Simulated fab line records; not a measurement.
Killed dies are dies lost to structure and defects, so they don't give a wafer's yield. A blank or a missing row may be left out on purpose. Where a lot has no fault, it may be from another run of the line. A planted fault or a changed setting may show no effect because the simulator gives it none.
fab line records | flow rit_cmos
record lots=5 | wafers=15 | last_day=8
route steps=202 shown FOX2@80 GATE@81
lots with no fault: from the same line, run without faults
start_h: hours from the record's opening day to when the first of the lot's shown wafers began | wait_h: time in hours since the lot's previous step | " as in the row above | L1.1+2: a single row standing in for several wafers | - value missing, or start not given | * or withheld: withheld | < > ~ a bound
route shown NAME@n: names a module that has steps shown in the file, with the first one's number in the route | usual: mean and standard deviation over wafers with no fault | same: alike in all rows | chamber/n: place in a boat | sites: each site's reading | _std_site: the values' standard deviation | _edge_site: outer sites' mean less inner sites' | radius_mm: for every site, how far away it sits from the centre of the wafer | mask NAME#n: copy n | behind: tool/chamber where the wafer was last shaped | hold: why the lot went on hold/how many hours it stayed there/how the hold came to an end | device: whichever transistor did not switch (one of n, p or np) | end of line: tests run on the same wafers once the route is complete | for a step that has no rows: nothing shown but its recipe | killed: dies that structure and defects cost at the first sort, which is not the same as the wafer's yield | map: per-die view of a wafer (x killed, . not killed, _ where there is no die)
set.NAME: the setting as run; set.NAME@STEP: as run at that earlier step | model.NAME: the simulator's own value behind a step, which no gauge read
lots seen at some steps along the route; tables by step, rows by wafer
services: the hour from which a tool's chamber was out of use, counted from the record's first day as start_h (under 0 if before that day), plus the number of hours and why
## steps
# step RIT_FOX2_THK_MEAS_91
# recipe reads=SiO2_of_FOX2_OXIDATION_00
# usual FIELD_OXIDE_LEFT_2_THK=258/7.2
lot.wafer | tool          | chamber | start_h | wait_h | FIELD_OXIDE_LEFT_2_THK[nm]
L074.1    | film_metro-03 | -       | 32.69   | 0.0    | 249
L074.3    | "             | -       | "       | "      | 252
L074.5    | "             | -       | "       | "      | 251
L081.1    | film_metro-02 | -       | 73.70   | 0.0    | 257
L081.3    | "             | -       | "       | "      | 256
L081.5    | "             | -       | "       | "      | 256
L090.1    | film_metro-03 | -       | 116.44  | 0.0    | 245
L090.2    | "             | -       | "       | "      | 247
L090.3    | "             | -       | "       | "      | 247
L093.4    | film_metro-04 | -       | 131.18  | 0.0    | 259
L093.5    | "             | -       | "       | "      | 255
L093.6    | "             | -       | "       | "      | 263
L095.1    | film_metro-04 | -       | 140.67  | 0.0    | 264
L095.3    | "             | -       | "       | "      | 263
L095.6    | "             | -       | "       | "      | 268
# step RIT_GATE_OXIDATION_05
# recipe temp_c=900 | ambient=O2 | target_thk_a=30 | ox_time_s=270
# usual tube_center_temp_C_max=902.3/0.35 | zone_power_load_pct=27/4
lot.wafer | tool       | chamber | start_h | wait_h | tube_center_temp_C_max | zone_power_load_pct
L074.1    | furnace-01 | 0       | 35.17   | 2.5    | 902.4                  | 24
L074.3    | "          | 0       | "       | "      | 902.4                  | 24
L074.5    | "          | 0       | "       | "      | 901.7                  | 24
L081.1    | furnace-01 | 0       | 75.05   | 1.3    | 902.4                  | 24
L081.3    | "          | 0       | "       | "      | 902.0                  | 24
L081.5    | "          | 0       | "       | "      | 902.1                  | 24
L090.1    | furnace-04 | 0       | 116.97  | 0.5    | 902.5                  | 32
L090.2    | "          | 0       | "       | "      | 902.1                  | 33
L090.3    | "          | 0       | "       | "      | 902.7                  | 33
L093.4    | furnace-04 | 0       | 131.21  | 0.0    | 902.3                  | 33
L093.5    | "          | 0       | "       | "      | 902.5                  | 33
L093.6    | "          | 0       | "       | "      | 902.0                  | 33
L095.1    | furnace-04 | 0       | 143.26  | 2.6    | 902.4                  | 33
L095.3    | "          | 0       | "       | "      | 901.7                  | 32
L095.6    | "          | 0       | "       | "      | 902.1                  | 33
# step RIT_GATE_ANNEAL_06
# recipe temp_c=900 | time_s=600 | ambient=N2O
# usual tube_center_temp_C_max=902.3/0.37 | zone_power_load_pct=28/4.1
# same time_s=600
lot.wafer | tool       | chamber | start_h | wait_h | tube_center_temp_C_max | zone_power_load_pct
L074.1    | furnace-04 | 0       | 41.11   | 4.9    | 901.8                  | 33
L074.3    | "          | 0       | "       | "      | 902.6                  | 33
L074.5    | "          | 0       | "       | "      | 902.1                  | 33
L081.1    | furnace-01 | 0       | 78.06   | 1.9    | 901.9                  | 24
L081.3    | "          | 0       | "       | "      | 901.7                  | 24
L081.5    | "          | 0       | "       | "      | 901.7                  | 23
L090.1    | furnace-03 | 0       | 118.21  | 0.2    | 902.7                  | 25
L090.2    | "          | 0       | "       | "      | 902.9                  | 25
L090.3    | "          | 0       | "       | "      | 902.5                  | 25
L093.4    | furnace-03 | 0       | 132.28  | 0.0    | 901.9                  | 25
L093.5    | "          | 0       | "       | "      | 902.3                  | 25
L093.6    | "          | 0       | "       | "      | 901.9                  | 25
L095.1    | furnace-03 | 0       | 145.59  | 1.3    | 902.6                  | 25
L095.3    | "          | 0       | "       | "      | 901.7                  | 25
L095.6    | "          | 0       | "       | "      | 902.2                  | 25
# step RIT_GATE_THK_MEAS_07
# recipe reads=SiO2_of_GATE_OXIDATION_05
# usual GATE_OXIDE_THK=3.04/0.063
lot.wafer | tool          | chamber | start_h | wait_h | GATE_OXIDE_THK[nm]
L074.1    | film_metro-03 | -       | 41.36   | 0.0    | 2.92
L074.3    | "             | -       | "       | "      | 2.95
L074.5    | "             | -       | "       | "      | 3.02
L081.1    | film_metro-03 | -       | 78.31   | 0.0    | 3.08
L081.3    | "             | -       | "       | "      | 3.19
L081.5    | "             | -       | "       | "      | 3.21
L090.1    | film_metro-03 | -       | 118.46  | 0.0    | 3.08
L090.2    | "             | -       | "       | "      | 3.08
L090.3    | "             | -       | "       | "      | 3.18
L093.4    | film_metro-04 | -       | 132.56  | 0.0    | 2.98
L093.5    | "             | -       | "       | "      | 3.02
L093.6    | "             | -       | "       | "      | 2.90
L095.1    | film_metro-04 | -       | 145.84  | 0.0    | 2.96
L095.3    | "             | -       | "       | "      | 2.91
L095.6    | "             | -       | "       | "      | 2.97
# step RIT_GATE_CVD_08
# recipe material=poly-Si | target_thk_nm=250 | temp_c=610 | precursor=SiH4 | time_s=2220 | pressure_mtorr=300 | sih4_flow_sccm=100
# usual pressure_mtorr=300.1/0.6 | zone_power_load_pct=12.8/0.41
# same time_s=2220
lot.wafer | tool     | chamber | start_h | wait_h | pressure_mtorr | zone_power_load_pct
L074.1    | lpcvd-01 | 1       | 41.42   | 0.1    | 300.2          | 12.9
L074.3    | "        | 1       | "       | "      | 300.3          | 13.0
L074.5    | "        | 1       | "       | "      | 299.7          | 13.2
L081.1    | lpcvd-01 | 1       | 78.36   | 0.1    | 299.8          | 13.0
L081.3    | "        | 1       | "       | "      | 300.4          | 13.0
L081.5    | "        | 1       | "       | "      | 299.8          | 13.1
L090.1    | lpcvd-01 | 1       | 118.65  | 0.2    | 300.3          | 12.9
L090.2    | "        | 1       | "       | "      | 301.1          | 13.1
L090.3    | "        | 1       | "       | "      | 300.8          | 13.0
L093.4    | lpcvd-01 | 0       | 132.96  | 0.4    | 300.8          | 12.5
L093.5    | "        | 0       | "       | "      | 300.5          | 12.2
L093.6    | "        | 0       | "       | "      | 299.9          | 12.4
L095.1    | lpcvd-02 | 1       | 146.91  | 1.1    | 299.6          | 13.2
L095.3    | "        | 1       | "       | "      | 299.8          | 13.2
L095.6    | "        | 1       | "       | "      | 300.8          | 13.0
# step RIT_GATE_THK_MEAS_09
# recipe reads=poly-Si_of_GATE_CVD_08
# usual GATE_POLY_THK=250.4/2.2
lot.wafer | tool          | chamber | start_h | wait_h | GATE_POLY_THK[nm]
L074.1    | film_metro-04 | -       | 43.03   | 0.0    | 255.9
L074.3    | "             | -       | "       | "      | 255.5
L074.5    | "             | -       | "       | "      | 254.5
L081.1    | film_metro-03 | -       | 79.98   | 0.0    | 248.8
L081.3    | "             | -       | "       | "      | 247.8
L081.5    | "             | -       | "       | "      | 248.3
L090.1    | film_metro-03 | -       | 120.26  | 0.0    | 253.5
L090.2    | "             | -       | "       | "      | 252.9
L090.3    | "             | -       | "       | "      | 252.1
L093.4    | film_metro-03 | -       | 134.60  | 0.0    | 250.4
L093.5    | "             | -       | "       | "      | 250.8
L093.6    | "             | -       | "       | "      | 251.5
L095.1    | film_metro-02 | -       | 148.53  | 0.0    | 249.6
L095.3    | "             | -       | "       | "      | 249.5
L095.6    | "             | -       | "       | "      | 248.3
# step RIT_GATE_HMDS_10
# recipe prime_time_s=60 | prime_temp_c=140
lot.wafer  | tool           | chamber | start_h | wait_h
L074.1+3+5 | litho_track-02 | 0       | 43.09   | 0.1
L081.1+3+5 | litho_track-01 | 0       | 80.04   | 0.1
L090.1+2+3 | litho_track-01 | 0       | 120.32  | 0.1
L093.4+5+6 | litho_track-02 | 0       | 134.71  | 0.1
L095.1+3+6 | litho_track-03 | 0       | 148.84  | 0.3
# step RIT_GATE_COAT_11
# recipe resist=NOVOLAK | spin_rpm=4250 | resist_thk_nm=850
# usual spin_speed_rpm=4250.3/2.9
lot.wafer | tool           | chamber | start_h | wait_h | spin_speed_rpm
L074.1    | litho_track-02 | 0       | 43.24   | 0.1    | 4246.6
L074.3    | "              | 0       | "       | "      | 4247.4
L074.5    | "              | 0       | "       | "      | 4244.0
L081.1    | litho_track-01 | 0       | 80.19   | 0.1    | 4251.0
L081.3    | "              | 0       | "       | "      | 4252.2
L081.5    | "              | 0       | "       | "      | 4251.8
L090.1    | litho_track-01 | 0       | 120.47  | 0.1    | 4249.8
L090.2    | "              | 0       | "       | "      | 4250.4
L090.3    | "              | 0       | "       | "      | 4247.2
L093.4    | litho_track-02 | 0       | 134.86  | 0.1    | 4252.1
L093.5    | "              | 0       | "       | "      | 4259.2
L093.6    | "              | 0       | "       | "      | 4251.4
L095.1    | litho_track-03 | 0       | 148.99  | 0.1    | 4249.1
L095.3    | "              | 0       | "       | "      | 4249.5
L095.6    | "              | 0       | "       | "      | 4250.4
# step RIT_GATE_SOFTBAKE_12
# recipe resist=NOVOLAK | temp_c=90 | time_s=60
# same time_s=60
lot.wafer  | tool           | chamber | start_h | wait_h
L074.1+3+5 | litho_track-02 | 0       | 43.39   | 0.1
L081.1+3+5 | litho_track-01 | 0       | 80.34   | 0.1
L090.1+2+3 | litho_track-01 | 0       | 120.62  | 0.1
L093.4+5+6 | litho_track-02 | 0       | 135.01  | 0.1
L095.1+3+6 | litho_track-03 | 0       | 149.14  | 0.1
## services
tool       | chamber | start_h | hours | kind
lpcvd-02   | -       | 17.38   | 6.0   | pm
lpcvd-02   | -       | 70.04   | 6.1   | pm
furnace-01 | -       | 114.32  | 3.3   | pm
## key
fault none
